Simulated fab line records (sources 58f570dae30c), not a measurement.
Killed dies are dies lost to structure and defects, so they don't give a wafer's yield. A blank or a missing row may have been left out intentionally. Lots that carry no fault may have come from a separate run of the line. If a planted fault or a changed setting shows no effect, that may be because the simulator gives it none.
fab line records -- flow berkeleyCmos170
record: lots: 7, wafers: 21, lastDay: 10
route steps=331 shown SACOX@97 SCREENOX@100 NVT@104
lots untouched by any fault: they come from a run of this same line in which no faults occurred
startH: hours from the record's opening day to when the first of the lot's shown wafers began -- waitH: hours from the lot's prior step to this one -- " identical to the entry in the row above -- L1.1+2: one row covering several wafers at once -- - no value, or no start was given -- * or withheld: withheld -- < > ~ a bound
route shown NAME@n: NAME is a module with steps in the file, n the number in the route of the first one -- usual: mean and standard deviation over wafers with no fault -- same: alike in all rows -- chamber/n: place in a boat -- sites: per-site readings -- _std_site: standard deviation of those values -- _edge_site: inner sites' mean taken away from outer sites' mean -- radiusMm: for every site, how far away it sits from the centre of the wafer -- mask NAME#n: copy n -- behind: the tool/chamber that last shaped the wafer -- hold: why the lot went on hold/how many hours it stayed there/how the hold came to an end -- device: which transistor (n, p or np) failed to switch -- end of line: the same wafers' tests at the end of the route -- a step without rows: its recipe alone -- killed: not the wafer's yield, but the dies lost to structure and defects at the first sort -- map: a wafer's dies, x killed, . not, _ none there
set.NAME: setting as actually run; set.NAME@STEP: the setting as run at that earlier step -- model.NAME: the simulator's own value behind a step, which no gauge read
lots at some steps of the route; a table a step, a row a wafer
== steps ==
step: UCB170_SACOX_CLEAN_00
recipe: chemistry: dHF, dilution: 25:1, timeS: 7.5
step: UCB170_SACOX_OXIDATION_01
recipe: tempC: 900, ambient: O2, targetThkA: 144, oxTimeS: 2400
step: UCB170_SACOX_THK_MEAS_02
recipe: reads: SiO2_of_SACOX_OXIDATION_01
usual: SACOX_OXIDE_THK: 14.34/0.25
lot.wafer,tool,chamber,startH,waitH,SACOX_OXIDE_THK[nm]
L505.2,filmMetro-03,-,110.50,0.0,14.47
L505.3,filmMetro-03,-,110.50,0.0,14.86
L505.5,filmMetro-03,-,110.50,0.0,14.58
L508.1,filmMetro-02,-,147.27,0.0,14.52
L508.3,filmMetro-02,-,147.27,0.0,14.65
L508.5,filmMetro-02,-,147.27,0.0,14.50
L509.1,filmMetro-01,-,147.27,0.0,14.64
L509.4,filmMetro-01,-,147.27,0.0,14.85
L509.5,filmMetro-01,-,147.27,0.0,14.68
L511.1,filmMetro-01,-,155.80,0.0,14.53
L511.3,filmMetro-01,-,155.80,0.0,14.89
L511.5,filmMetro-01,-,155.80,0.0,14.46
L515.3,filmMetro-02,-,169.73,0.0,14.38
L515.4,filmMetro-02,-,169.73,0.0,14.19
L515.6,filmMetro-02,-,169.73,0.0,14.29
L517.2,filmMetro-02,-,178.44,0.0,14.17
L517.5,filmMetro-02,-,178.44,0.0,14.26
L517.6,filmMetro-02,-,178.44,0.0,14.22
L518.1,filmMetro-02,-,187.10,0.0,14.13
L518.2,filmMetro-02,-,187.10,0.0,14.24
L518.5,filmMetro-02,-,187.10,0.0,14.01
step: UCB170_SCREENOX_WET_ETCH_00
recipe: chemistry: dHF, dilution: 25:1, target: SiO2, tempC: 25, timeS: 200
step: UCB170_SCREENOX_OXIDATION_01
recipe: tempC: 900, ambient: O2, targetThkA: 144, oxTimeS: 2400
step: UCB170_SCREENOX_THK_MEAS_02
recipe: reads: SiO2_of_SCREENOX_OXIDATION_01
usual: SCREENOX_OXIDE_THK: 14.34/0.23
lot.wafer,tool,chamber,startH,waitH,SCREENOX_OXIDE_THK[nm]
L505.2,filmMetro-03,-,120.07,0.0,14.09
L505.3,filmMetro-03,-,120.07,0.0,13.95
L505.5,filmMetro-03,-,120.07,0.0,14.24
L508.1,filmMetro-04,-,150.19,0.0,14.12
L508.3,filmMetro-04,-,150.19,0.0,14.32
L508.5,filmMetro-04,-,150.19,0.0,14.12
L509.1,filmMetro-03,-,150.19,0.0,14.17
L509.4,filmMetro-03,-,150.19,0.0,14.37
L509.5,filmMetro-03,-,150.19,0.0,14.42
L511.1,filmMetro-03,-,160.96,0.0,14.22
L511.3,filmMetro-03,-,160.96,0.0,14.46
L511.5,filmMetro-03,-,160.96,0.0,14.41
L515.3,filmMetro-03,-,173.19,0.0,14.43
L515.4,filmMetro-03,-,173.19,0.0,14.50
L515.6,filmMetro-03,-,173.19,0.0,14.68
L517.2,filmMetro-03,-,182.50,0.0,14.11
L517.5,filmMetro-03,-,182.50,0.0,14.22
L517.6,filmMetro-03,-,182.50,0.0,14.01
L518.1,filmMetro-03,-,192.76,0.1,14.17
L518.2,filmMetro-03,-,192.76,0.1,13.99
L518.5,filmMetro-03,-,192.76,0.1,14.38
step: UCB170_SCREENOX_ANNEAL_03
recipe: tempC: 900, timeS: 900, ambient: N2
step: UCB170_NVT_HMDS_00
recipe: primeTimeS: 60, primeTempC: 100
step: UCB170_NVT_COAT_01
recipe: resist: KrF, spinRpm: 1500, resistThkNm: 900
step: UCB170_NVT_SOFTBAKE_02
recipe: resist: KrF, tempC: 130, timeS: 60
step: UCB170_NVT_EXPOSE_03
recipe: maskId: PWELL, targetCdNm: 3000, na: 0.5, sigmaOuter: 0.6, sourceShape: conventional, doseMj: 30
step: UCB170_NVT_PEB_04
recipe: pebTempC: 130, pebTimeS: withheld, resist: KrF
step: UCB170_NVT_DEVELOP_05
recipe: developer: TMAH, developTimeS: 45, resist: KrF, devTempC: 21
usual: chillPlateTempC: 22.99/0.11, developTimeS: 45/0
lot.wafer,tool,chamber,startH,waitH,chillPlateTempC,developTimeS,model.KrF_of_NVT_COAT_01.thkNm
L505.2,lithoTrack-02,0,129,-,22.93,45,886.1
L505.3,lithoTrack-02,0,129,-,22.98,45,887.1
L505.5,lithoTrack-02,0,129,-,22.92,45,887.8
L509.1,lithoTrack-04,-,152,-,-,-,897.5
L509.4,lithoTrack-04,-,152,-,-,-,899.8
L509.5,lithoTrack-04,-,152,-,-,-,899
L508.1,lithoTrack-01,-,153,-,-,-,903.3
L508.3,lithoTrack-01,-,153,-,-,-,896.8
L508.5,lithoTrack-01,-,153,-,-,-,900
L511.1,lithoTrack-01,-,164,-,-,-,900.1
L511.3,lithoTrack-01,-,164,-,-,-,897.1
L511.5,lithoTrack-01,-,164,-,-,-,898.7
L515.3,lithoTrack-01,0,178,-,23.00,45,886.4
L515.4,lithoTrack-01,0,178,-,22.97,45,884.9
L515.6,lithoTrack-01,0,178,-,22.92,45,887
L517.2,lithoTrack-01,0,186,-,23.04,45,888.1
L517.5,lithoTrack-01,0,186,-,23.04,45,891.1
L517.6,lithoTrack-01,0,186,-,23.04,45,887.9
L518.1,lithoTrack-01,0,196,-,23.03,45,881.5
L518.2,lithoTrack-01,0,196,-,22.94,45,884.7
L518.5,lithoTrack-01,0,196,-,23.05,45,883.9
step: UCB170_NVT_OVL_MEAS_06
usual: NVT_OVL: 0/5.3
lot.wafer,tool,chamber,startH,waitH,NVT_OVL[nm]
L505.2,overlay-02,-,129.64,-,6
L505.3,overlay-02,-,129.64,-,4
L505.5,overlay-02,-,129.64,-,10
L509.1,overlay-01,-,152.66,-,-
L509.4,overlay-01,-,152.66,-,-
L509.5,overlay-01,-,152.66,-,-
L508.1,overlay-01,-,153.29,-,-
L508.3,overlay-01,-,153.29,-,-
L508.5,overlay-01,-,153.29,-,-
L511.1,overlay-02,-,164.54,-,-
L511.3,overlay-02,-,164.54,-,-
L511.5,overlay-02,-,164.54,-,-
L515.3,overlay-01,-,178.80,-,-2
L515.4,overlay-01,-,178.80,-,-2
L515.6,overlay-01,-,178.80,-,-2
L517.2,overlay-01,-,186.83,-,7
L517.5,overlay-01,-,186.83,-,5
L517.6,overlay-01,-,186.83,-,7
L518.1,overlay-02,-,196.54,-,-5
L518.2,overlay-02,-,196.54,-,2
L518.5,overlay-02,-,196.54,-,-4
== key ==
firstSign: step: UCB170_NVT_DEVELOP_05, reading: toolRecord, direction: missing
effect none on later readings
modelEffect: step: UCB170_NVT_DEVELOP_05, value: KrF_of_NVT_COAT_01.thkNm, without: 884.9, struck: 899.2
metAt UCB170_NVT_DEVELOP_05
struckWafers L508.1,L508.3,L508.5,L509.1,L509.4,L509.5,L511.1,L511.3,L511.5
sortLeftOut L508.1,L508.3,L508.5,L509.1,L509.4,L509.5,L511.1,L511.3,L511.5
testerLeftOut L508,L509,L511
fault: kind: skippedStepWhole, tool: lithoTrack-01,lithoTrack-04, chamber: -, onsetH: 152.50, steps: UCB170_NVT_DEVELOP_05, scope: struckLotsOnly
testerLeftOut: of these lots the tester's yield and bins aren't shown, on N5 and GAA mostly nor the transistor test; their killed dies are dies lost to structure and defects alone, not to doping, threshold or leakage, so they don't give the yield
sortLeftOut: the simulated sort isn't trusted on such a fault, so these wafers' sort isn't shown, and their yield isn't known
